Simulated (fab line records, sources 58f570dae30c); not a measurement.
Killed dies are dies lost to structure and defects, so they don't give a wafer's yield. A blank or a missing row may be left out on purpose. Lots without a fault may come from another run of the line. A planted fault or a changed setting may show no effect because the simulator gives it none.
fab line records | flow berkeley_cmos170
record lots=6 wafers=18 last_day=11
route steps=331 shown V1@256
lots that met no fault: from a run of the same line without faults
start_h: hours from the record's first day to the start of the lot's first wafer shown | wait_h: hours since the lot's step before | " the same as in the row above | L1.1+2: a row that stands for several wafers | - no value, or no start given | * or withheld: withheld | < > ~ a bound
route shown NAME@n: a module of which the file shows steps, and the number in the route of the first | usual: mean/standard deviation of fault-free wafers | same: alike in all rows | chamber/n: place in a boat | sites: the reading at each site | _std_site: their standard deviation | _edge_site: outer sites' mean less inner sites' | radius_mm: how far each site lies from the wafer's centre | mask NAME#n: copy n | behind: the tool/chamber that last shaped the wafer | hold: why the lot was held/for how many hours/how that ended | device: the transistor (n, p or np) that didn't switch | end of line: the same wafers' tests at the end of the route | a step without rows: its recipe alone | killed: dies lost to structure and defects at the first sort, not the wafer's yield | map: a wafer's dies, x killed, . not, _ none there
set.NAME: the setting as run; set.NAME@STEP: as run at that earlier step | model.NAME: the simulator's own value behind a step, which no gauge read
lots at some steps of the route; a table a step, a row a wafer
services: from which hour (start_h, from the record's first day; less than 0 if before it) a tool's chamber was out of use, for how many hours, and why
## steps
# step UCB170_V1_CMP_02
# recipe material=SiO2 down_force_psi=6 platen_rpm=60 pad_velocity_m_s=0.75398
# usual motor_current_A=15.1/1.8
# columns lot.wafer tool chamber start_h wait_h motor_current_A
L953.1 cmp-01 2 139.26 0.4 13.4
L953.3 " 3 " " 16.7
L953.5 " 1 " " 12.9
L956.3 cmp-01 2 163.94 0.4 12.8
L956.5 " 0 " " 16.5
L956.6 " 1 " " 11.8
L955.2 cmp-01 1 164.14 0.6 12.5
L955.4 " 0 " " 16.5
L955.6 " 2 " " 12.2
L961.4 cmp-02 3 169.07 0.3 16.2
L961.3 " 0 " " 17.2
L961.6 " 3 " " 16.2
L969.1 cmp-02 1 224.97 0.1 15.0
L969.3 " 3 " " 16.5
L969.6 " 2 " " 16.3
L971.3 cmp-02 0 244.65 0.0 16.2
L971.4 " 2 " " 16.8
L971.5 " 1 " " 16.3
# step UCB170_V1_BOW_MEAS_03
# recipe mode=bow
# usual V1_BOW=18/6.6
# columns lot.wafer tool chamber start_h wait_h V1_BOW[um]
L953.1 film_metro-01 - 139.51 0.2 9
L953.3 " - " " 18
L953.5 " - " " 27
L956.3 film_metro-04 - 164.18 0.2 12
L956.5 " - " " 24
L956.6 " - " " 29
L955.2 film_metro-01 - 164.46 0.3 19
L955.4 " - " " 13
L955.6 " - " " 10
L961.3 film_metro-01 - 169.36 0.2 15
L961.4 " - " " 12
L961.6 " - " " 18
L969.1 film_metro-04 - 225.27 0.2 20
L969.3 " - " " 19
L969.6 " - " " -1
L971.3 film_metro-04 - 244.99 0.3 17
L971.4 " - " " 25
L971.5 " - " " 14
# step UCB170_V1_THK_MEAS_04
# recipe reads=SiO2_of_V1_CVD_00
# usual V1_POLISHED_THK=1000.2/1.1
# columns lot.wafer tool chamber start_h wait_h V1_POLISHED_THK[nm]
L953.1 film_metro-01 - 139.63 0.1 999.6
L953.3 " - " " 1002.5
L953.5 " - " " 1000.4
L956.3 film_metro-04 - 164.28 0.1 1000.1
L956.5 " - " " 999.7
L956.6 " - " " 999.6
L955.2 film_metro-01 - 164.57 0.1 1000.1
L955.4 " - " " 998.7
L955.6 " - " " 1001.9
L961.3 film_metro-01 - 169.46 0.1 1000.4
L961.4 " - " " 999.9
L961.6 " - " " 1000.5
L969.1 film_metro-04 - 225.39 0.1 999.6
L969.3 " - " " 998.6
L969.6 " - " " 999.1
L971.3 film_metro-04 - 245.09 0.1 999.6
L971.4 " - " " 999.5
L971.5 " - " " 1001.2
# step UCB170_V1_CLEAN_05
# recipe chemistry=DIW
# step UCB170_V1_HMDS_06
# recipe prime_time_s=60 prime_temp_c=100
# step UCB170_V1_COAT_07
# recipe resist=KrF spin_rpm=1500 resist_thk_nm=900
# step UCB170_V1_SOFTBAKE_08
# recipe resist=KrF temp_c=130 time_s=60
# step UCB170_V1_EXPOSE_09
# recipe mask_id=VIA1 target_cd_nm=700 na=0.5 sigma_outer=0.6 source_shape=conventional dose_mj=37
# step UCB170_V1_PEB_10
# recipe peb_temp_c=130 peb_time_s=withheld resist=KrF
# step UCB170_V1_DEVELOP_11
# recipe developer=TMAH develop_time_s=45 resist=KrF dev_temp_c=21
# step UCB170_V1_CD_MEAS_12
# recipe target_cd_nm=700
# usual cd_nm=700.1/1.4
# columns lot.wafer tool chamber start_h wait_h cd_nm
L953.1 cd_sem-01 - 141.27 - 701.1
L953.3 " - " " 701.2
L953.5 " - " " 699.6
L956.3 cd_sem-01 - 166.16 - 700.2
L956.5 " - " " 700.8
L956.6 " - " " 699.7
L955.2 cd_sem-01 - 166.42 - 700.2
L955.4 " - " " 699.1
L955.6 " - " " 698.6
L961.3 cd_sem-01 - 171.01 - 699.3
L961.4 " - " " 699.6
L961.6 " - " " 698.6
L969.1 cd_sem-01 - 226.73 - 701.8
L969.3 " - " " 701.7
L969.6 " - " " 701.5
L971.3 cd_sem-01 - 247.00 - 700.0
L971.4 " - " " 701.0
L971.5 " - " " 701.8
# step UCB170_V1_OVL_MEAS_13
# usual V1_OVL=2/5.2
# columns lot.wafer tool chamber start_h wait_h V1_OVL[nm]
L953.1 overlay-02 - 141.39 0.1 -2
L953.3 " - " " 2
L953.5 " - " " -8
L956.3 overlay-01 - 166.25 0.1 5
L956.5 " - " " 2
L956.6 " - " " 1
L955.2 overlay-01 - 166.52 0.1 0
L955.4 " - " " -4
L955.6 " - " " 2
L961.3 overlay-02 - 171.10 0.1 0
L961.4 " - " " 3
L961.6 " - " " 11
L969.1 overlay-01 - 226.85 0.1 7
L969.3 " - " " 11
L969.6 " - " " -1
L971.3 overlay-02 - 247.09 0.1 10
L971.4 " - " " 14
L971.5 " - " " 13
# step UCB170_V1_ETCH_14
# recipe chemistry=CHF3/CF4/Ar target=SiO2 stop_on=Al CHF3_flow_sccm=45 cf4_flow_sccm=15 Ar_flow_sccm=150 pressure_mtorr=200 rf_w=700 target_depth_a=12500 over_etch_frac=0.25 time_s=291
# usual CHF3_flow_sccm=44.99/0.12 cf4_flow_sccm=15.00/0.044 drypump_motor_current_A=5.8/0.54 oes_product_au=0.867/0.015 throttle_valve_pct=6.93/0.13
# columns lot.wafer tool chamber start_h wait_h CHF3_flow_sccm cf4_flow_sccm drypump_motor_current_A oes_product_au rf_hours_counter_h throttle_valve_pct model.KrF_of_V1_COAT_07.thk_nm
L953.1 rie_diel-01 3 141.43 0.0 45.00 15.04 6.2 0.897 20 6.86 617.5
L953.3 " 0 " " 45.06 15.01 6.3 0.858 85 7.09 607.3
L953.5 " 1 " " 44.97 15.03 5.1 0.882 - 6.97 611.3
L956.3 rie_diel-01 0 166.28 0.0 - - - - - - 887.2
L956.5 " 3 " " - - - - - - 886.8
L956.6 " 2 " " - - - - - - 890.7
L955.2 rie_diel-02 3 166.55 0.0 - - - - - - 888.4
L955.4 " 1 " " - - - - - - 886.5
L955.6 " 1 " " - - - - - - 889
L961.3 rie_diel-03 2 171.13 0.0 45.02 15.03 5.4 0.850 60 7.24 609.6
L961.4 " 1 " " 45.22 15.00 5.5 0.865 115 6.77 603.8
L961.6 " 3 " " 44.89 15.00 5.9 0.875 - 6.85 608
L969.1 rie_diel-01 2 226.89 0.0 45.15 15.03 6.5 0.873 56 6.89 610.5
L969.3 " 0 " " 45.22 15.05 6.3 0.848 89 7.12 615.1
L969.6 " 0 " " 44.84 15.07 6.3 0.847 - 7.11 616.8
L971.3 rie_diel-02 0 247.11 0.0 45.06 15.01 5.9 0.850 16 6.99 612.3
L971.4 " 1 " " 44.85 15.02 4.9 0.855 8 6.88 610.4
L971.5 " 3 " " 45.08 14.99 5.2 0.855 - 6.80 611.2
# step UCB170_V1_STRIP_15
# recipe chemistry=O2 power_w=400 pressure_mtorr=3500 platen_temp_c=withheld o2_flow_sccm=400 overash_fraction=0.5
# usual drypump_motor_current_A=6.0/0.52 oes_product_au=0.722/0.0047 strip_time_to_endpoint_s=15.38/0.1
# columns lot.wafer tool chamber start_h wait_h drypump_motor_current_A oes_product_au rf_hours_counter_h strip_time_to_endpoint_s
L953.1 plasma_asher-03 0 141.60 0.1 5.1 0.724 43 15.49
L953.3 " 1 " " 6.7 0.736 - 15.25
L953.5 " 1 " " 6.7 0.723 - 15.34
L956.3 plasma_asher-03 0 166.49 0.1 5.1 0.736 - 21.66
L956.5 " 1 " " 6.7 0.739 - 21.65
L956.6 " 0 " " 5.1 0.734 - 21.74
L955.2 plasma_asher-03 0 166.73 0.1 5.1 0.744 46 21.70
L955.4 " 1 " " 6.7 0.736 - 21.65
L955.6 " 0 " " 5.2 0.736 - 21.71
L961.3 plasma_asher-02 1 171.34 0.1 5.6 0.721 - 15.29
L961.4 " 0 " " 6.0 0.730 - 15.18
L961.6 " 1 " " 5.5 0.719 - 15.27
L969.1 plasma_asher-02 0 227.06 0.1 6.0 0.728 43 15.33
L969.3 " 0 " " 6.0 0.720 - 15.43
L969.6 " 0 " " 6.0 0.714 - 15.47
L971.3 plasma_asher-02 0 247.32 0.1 6.0 0.718 - 15.36
L971.4 " 1 " " 5.6 0.726 - 15.32
L971.5 " 1 " " 5.6 0.719 - 15.33
# step UCB170_V1_CD_MEAS_90
# recipe target_cd_nm=700
# usual cd_nm=700.0/1.6
# columns lot.wafer tool chamber start_h wait_h cd_nm
L953.1 cd_sem-01 - 141.70 0.1 701.4
L953.3 " - " " 700.6
L953.5 " - " " 699.4
L956.3 cd_sem-02 - 166.59 0.1 -
L956.5 " - " " -
L956.6 " - " " -
L955.2 cd_sem-01 - 166.92 0.2 -
L955.4 " - " " -
L955.6 " - " " -
L961.3 cd_sem-01 - 171.44 0.1 699.3
L961.4 " - " " 699.9
L961.6 " - " " 699.3
L969.1 cd_sem-02 - 227.16 0.1 701.7
L969.3 " - " " 701.4
L969.6 " - " " 701.5
L971.3 cd_sem-01 - 247.43 0.1 700.9
L971.4 " - " " 700.0
L971.5 " - " " 701.8
## services
# columns tool chamber start_h hours kind
rie_diel-02 3 115.27 5.8 repair
cmp-01 - 117.65 1.9 repair
cmp-01 - 124.46 0.7 repair
plasma_asher-02 - 128.38 2.2 repair
rie_diel-03 3 129.48 - clean
rie_diel-03 3 129.48 26.2 scheduled_down
rie_diel-03 3 129.48 26.2 vent_cycle
plasma_asher-02 - 134.88 3.7 repair
cmp-02 - 136.28 6.5 repair
rie_diel-03 1 154.02 4.5 repair
rie_diel-01 1 154.12 6.7 repair
cmp-02 - 161.00 3.6 repair
rie_diel-01 - 167.49 1.5 repair
cmp-02 - 176.20 0.2 repair
rie_diel-02 1 181.35 3.7 repair
cmp-01 - 232.00 4.0 pm
cmp-01 - 234.77 2.5 repair
cmp-01 - 236.00 - consumable_replace:conditioner
cmp-01 - 236.00 - consumable_replace:pad
rie_diel-03 - 236.88 1.1 repair
## key
first_sign step=UCB170_V1_ETCH_14 reading=tool_record direction=missing
effect step=UCB170_V1_STRIP_15 reading=strip_time_to_endpoint_s direction=up sigmas=61 usual=* struck=*
effect step=UCB170_V1_CD_MEAS_90 reading=cd_nm direction=missing
model_effect step=UCB170_V1_ETCH_14 value=KrF_of_V1_COAT_07.thk_nm without=612.7 struck=888.1
met_at UCB170_V1_ETCH_14
struck_wafers L955.2,L955.4,L955.6,L956.3,L956.5,L956.6
later_rows_left_out L955.2,L955.4,L955.6,L956.3,L956.5,L956.6
sort_left_out L955.2,L955.4,L955.6,L956.3,L956.5,L956.6
onset_between 141.43 166.28
fault kind=skipped_step_whole tool=rie_diel-01,rie_diel-02 chamber=- onset_h=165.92 steps=UCB170_V1_ETCH_14 scope=struck_lots_only
# sort_left_out: the simulated sort isn't trusted on such a fault, so these wafers' sort isn't shown, and their yield isn't known
# later_rows_left_out: the simulator's readings of these wafers behind a module that went badly wrong aren't trusted and aren't shown, but for the sort
